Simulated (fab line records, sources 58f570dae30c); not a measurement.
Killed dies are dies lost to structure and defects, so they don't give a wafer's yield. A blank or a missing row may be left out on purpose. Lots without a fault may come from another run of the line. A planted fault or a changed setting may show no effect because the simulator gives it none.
A struck lot beside a sound one | flow berkeley_cmos170 | 20 steps out of a route of 331
Sound: wafers L695.3, L695.4, L695.6. Struck: wafers L707.4, L707.5, L707.6. The cause comes at the end.
At each step with rows: each side's tool, then ch and its chambers, then its first start. Under that, the readings that differ: sound wafers | struck wafers | difference of the means | sigmas: that difference in standard deviations of wafers without a fault.
alike: readings whose means differ by less than 2 such deviations, and words and numbers that are the same on both sides. not compared: withheld readings, readings that some wafer has no value for, bounds like >300 that may hide the same value, and numbers for which the record gives no deviation and whose values overlap.
The two part at a step that has a row with sigmas, a row that says differs or no value, or rows on one side only. Numbers that don't overlap but have no deviation are shown without sigmas and don't part them. A reading that every wafer of one side lacks parts them only if that side has two wafers or more.

UCB170_PVT_STRIP_08: strips in O2.
  sound on plasma_asher-02 ch 0,1, day 5 23:52; struck on plasma_asher-04 ch 0,1, day 8 13:17
  reading                      | sound             | struck            | difference | sigmas
  strip_time_to_endpoint_s (s) | 21.51 21.51 21.52 | 21.77 21.75 21.68 | +0.22      | +3
  alike: drypump_motor_current_A, oes_product_au
  not compared: rf_hours_counter_h
UCB170_PVT_TW_MEAS_09:
  sound on film_metro-03, day 5 23:56; struck on film_metro-02, day 8 13:23
  alike: PVT_TW
then, 1 step without rows for these wafers: UCB170_GATE_WET_ETCH_00 (etches SiO2 in dHF, time 200 s).
UCB170_FIELD_THK_MEAS_91:
  sound on film_metro-02, day 6 00:04; struck on film_metro-03, day 8 13:31
  alike: FIELD_OXIDE_LEFT_2_THK
then, 1 step without rows for these wafers: UCB170_GATE_OXIDATION_01 (target thk 6.6 nm, ox time 1800 s).
UCB170_GATE_THK_MEAS_02:
  sound on film_metro-03, day 6 02:47; struck on film_metro-03, day 8 17:16
  alike: GATE_OXIDE_THK
then, 2 steps without rows for these wafers: UCB170_GATE_ANNEAL_03 (time 1800 s); UCB170_GATE_CVD_04 (deposits poly-Si from SiH4, time 1440 s, target thk 214 nm).
UCB170_GATE_THK_MEAS_05:
  sound on film_metro-04, day 6 09:49; struck on film_metro-04, day 8 21:41
  reading            | sound             | struck            | difference | sigmas
  GATE_POLY_THK (nm) | 215.6 213.9 214.8 | 210.1 209.8 210.3 | -4.7       | -2
then, 3 steps without rows for these wafers: UCB170_GATE_COAT_06; UCB170_GATE_COAT_07 (resist thk 900 nm); UCB170_GATE_SOFTBAKE_08 (time 60 s).
UCB170_GATE_EXPOSE_09: exposes mask POLY, target cd 350 nm.
  sound on krf_scanner-01 ch 0, day 6 10:55; struck on krf_scanner-01 ch 0, day 8 23:11
  reading              | sound                | struck               | difference | sigmas
  exposure_dose_mJ_cm2 | 20.968 21.027 21.006 | 20.590 20.541 20.564 | -0.435     | -21
  alike: mask
then, 2 steps without rows for these wafers: UCB170_GATE_PEB_10; UCB170_GATE_DEVELOP_11 (develop time 45 s).
UCB170_GATE_CD_MEAS_12: target cd 350 nm.
  sound on cd_sem-02, day 6 11:50; struck on cd_sem-02, day 9 00:29
  reading    | sound             | struck            | difference | sigmas
  cd_nm (nm) | 351.0 350.6 350.6 | 305.6 336.1 325.0 | -28.5      | -22
  not compared: hold
UCB170_GATE_OVL_MEAS_13:
  sound on overlay-01, day 6 11:56; struck on overlay-01, day 9 03:51
  reading | sound | struck                                                                     | difference                   | sigmas
  hold    | - - - | await_dispo/3.3h/release await_dispo/3.3h/release await_dispo/3.3h/release | no value on the sound wafers |
  alike: GATE_OVL
UCB170_GATE_ETCH_14: etches BARC in N2/H2.
  sound on rie_diel-02 ch 1,3, day 6 11:58; struck on rie_diel-03 ch 0,3, day 9 03:52
  alike: drypump_motor_current_A, oes_product_au, throttle_valve_pct
UCB170_GATE_ETCH_15: etches poly-Si in HBr/Cl2, stops on SiO2, time 56.3 s, target depth 278.2 nm.
  sound on rie_si-02 ch 2,3, day 6 12:00; struck on rie_si-02 ch 0,1,2, day 9 03:55
  reading               | sound             | struck            | difference | sigmas
  model.GATE.cd_nm (nm) | 350.2 350.4 350.2 | 304.9 335.7 324.5 | -28.6      |
  alike: drypump_motor_current_A, oes_product_au, throttle_valve_pct
  not compared: rf_hours_counter_h
UCB170_GATE_STRIP_16: strips in O2.
  sound on plasma_asher-02 ch 0,1, day 6 12:05; struck on plasma_asher-03 ch 0,1, day 9 03:59
  alike: drypump_motor_current_A, oes_product_au
  not compared: rf_hours_counter_h

WHERE THEY PART
First at UCB170_PVT_STRIP_08; last, within this record, at UCB170_GATE_OVL_MEAS_13. Later steps at which nothing parts them and some readings are alike: UCB170_GATE_ETCH_14, UCB170_GATE_ETCH_15, UCB170_GATE_STRIP_16.

WHY: what the simulator had put in
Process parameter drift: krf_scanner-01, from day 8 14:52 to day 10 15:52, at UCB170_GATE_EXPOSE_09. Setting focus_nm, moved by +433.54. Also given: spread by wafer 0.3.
